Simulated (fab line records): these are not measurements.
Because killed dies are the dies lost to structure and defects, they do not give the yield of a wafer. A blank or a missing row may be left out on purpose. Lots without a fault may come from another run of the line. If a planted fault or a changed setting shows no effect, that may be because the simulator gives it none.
2 desks, one fault :: flow berkeley_cmos170 :: each desk has only its own numbers; what lay behind them comes last

== THE TOOL OWNER'S DESK: rie_metal-03 ==
The tool's own readings at UCB170_M2_METAL_ETCH_18 (etches Al in Cl2/BCl3, stops on SiO2, target depth 1170 nm, time 195 s): means of the sampled wafers that have a number, for each lot that ran on this tool. A lot is out of limits, marked OUT, if its mean lies more than 4 standard deviations from the usual mean; the brackets give that distance.
Columns: A = bias_w at UCB170_M2_METAL_ETCH_18, usual 120.0 W; B = drypump_motor_current_A at UCB170_M2_METAL_ETCH_18, usual 5.7 A; C = he_backside_leak_sccm at UCB170_M2_METAL_ETCH_18, usual 3.39 sccm; D = oes_product_au at UCB170_M2_METAL_ETCH_18, usual 0.858 a.u.; E = throttle_valve_pct at UCB170_M2_METAL_ETCH_18, usual 24.55 %
lot: L759
first seen here: day 9 03:55
A: 120.1
B: 5.2
C: 3.37
D: 0.865
E: 24.53

lot: L760
first seen here: day 9 08:19
A: 120.0
B: 5.4
C: 3.21
D: 0.870
E: 24.61

lot: L763
first seen here: day 9 22:10
A: 119.7
B: 5.7
C: 3.26
D: 0.878
E: 24.69

lot: L777
first seen here: day 12 11:20
A: 127.7 (+21) OUT
B: 5.2
C: 3.28
D: 0.874
E: 24.53

lot: L778
first seen here: day 12 14:44
A: 135.2 (+42) OUT
B: 5.5
C: 3.29
D: 0.870
E: 24.63
This desk finds L777, L778 out of limits, L777 being first, at day 12 11:20 (bias_w at UCB170_M2_METAL_ETCH_18). L759, L760, L763 stayed within limits.

== FROM THE METROLOGY DESK ==
Means of the sampled wafers that have a number, per lot and without regard to the tool the lot ran on: this is what the gauges read. A lot is out of limits, marked OUT, if its mean lies more than 4 standard deviations from the usual mean; the brackets give that distance.
Columns: A = cd_nm at UCB170_GATE_CD_MEAS_12, usual 350.2 nm
lot: L759
first seen here: day 7 12:04
A: 351.6

lot: L760
first seen here: day 7 23:28
A: 350.6

lot: L764
first seen here: day 8 08:00
A: 351.4

lot: L763
first seen here: day 8 08:25
A: 349.8

lot: L768
first seen here: day 9 07:36
A: 350.1

lot: L766
first seen here: day 9 07:54
A: 350.9

lot: L767
first seen here: day 9 08:16
A: 350.2

lot: L769
first seen here: day 9 09:06
A: 351.9

lot: L772
first seen here: day 10 00:48
A: 347.7

lot: L776
first seen here: day 10 11:44
A: 350.2

lot: L773
first seen here: day 10 12:13
A: 352.2

lot: L778
first seen here: day 11 02:31
A: 347.8

lot: L777
first seen here: day 11 02:56
A: 352.0

lot: L780
first seen here: day 11 15:43
A: 351.2
This desk's verdict: no lot among the 14 shows anything out of limits.

== ALL TOGETHER ==
At day 12 11:20, on L777, L778, the tool owner's desk was in a position to raise an alarm.
From the metrology desk's view, nothing was out of limits.
The metrology desk has L777, L778 on record, within its limits.
Of the lots named, all ran UCB170_M2_METAL_ETCH_18 on rie_metal-03.

== WHAT HAD BEEN PUT IN BY THE SIMULATOR ==
rie_metal-03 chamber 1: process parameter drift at UCB170_M2_METAL_ETCH_18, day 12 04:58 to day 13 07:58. A move of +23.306 in setting bias_w, from 120. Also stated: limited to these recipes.
Shown lots that were struck: L777, L778.
Time in hours from fault onset to the first out-of-limits reading at each desk: the tool owner's desk, 6.
